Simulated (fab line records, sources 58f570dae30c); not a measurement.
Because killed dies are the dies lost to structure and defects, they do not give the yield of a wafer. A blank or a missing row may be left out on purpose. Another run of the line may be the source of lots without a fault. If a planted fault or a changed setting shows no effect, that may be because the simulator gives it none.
Which tool is to blame? / flow berkeley_cmos170 / route of 331 steps, sampled at 1 step: 7 lots, 21 wafers

## WHAT THE GAUGES SHOWED, per wafer
UCB170_M1_OVL_MEAS_10.
lot=L982; measured=day 8 14:05; on=overlay-01; M1_OVL (nm)=1 -5 0
lot=L984; measured=day 8 14:29; on=overlay-01; M1_OVL (nm)=-1 0 -4
lot=L989; measured=day 9 17:31; on=overlay-02; M1_OVL (nm)=0 2 9
lot=L995; measured=day 10 20:07; on=overlay-02; M1_OVL (nm)=2 9 -1
lot=L997; measured=day 11 21:55; on=overlay-02; M1_OVL (nm)=3 -2 2
lot=L105; measured=day 13 02:32; on=overlay-02; M1_OVL (nm)=3 9 -1
lot=L103; measured=day 13 08:41; on=overlay-01; M1_OVL (nm)=15 5 7

## WHAT TOOL EACH LOT RAN ON (gives the tool, then ch and the chambers of the sampled wafers, and finally the start)
The record shows no process step preceding these readings.

## THE ANSWER, worked out from the rows above alone
Rule: usual is defined by the lots themselves. The widest of any qualifying gaps counts: lots, ordered by their means at a reading, are off when they make up no more than a third of the lots, leave a main group of 4 or more, and stand apart from it by 3 or more times the standard deviation of that group's means. A main group whose means are all the same, to the digits that the tables above print for the reading, isn't used. A lot without any number at a reading at which 4 lots or more have one is off too. The other lots that the step has rows for count as sound.
Across all readings shown, no lot is off: no conclusion can be drawn from this.

## WHAT WAS PUT IN BY THE SIMULATOR
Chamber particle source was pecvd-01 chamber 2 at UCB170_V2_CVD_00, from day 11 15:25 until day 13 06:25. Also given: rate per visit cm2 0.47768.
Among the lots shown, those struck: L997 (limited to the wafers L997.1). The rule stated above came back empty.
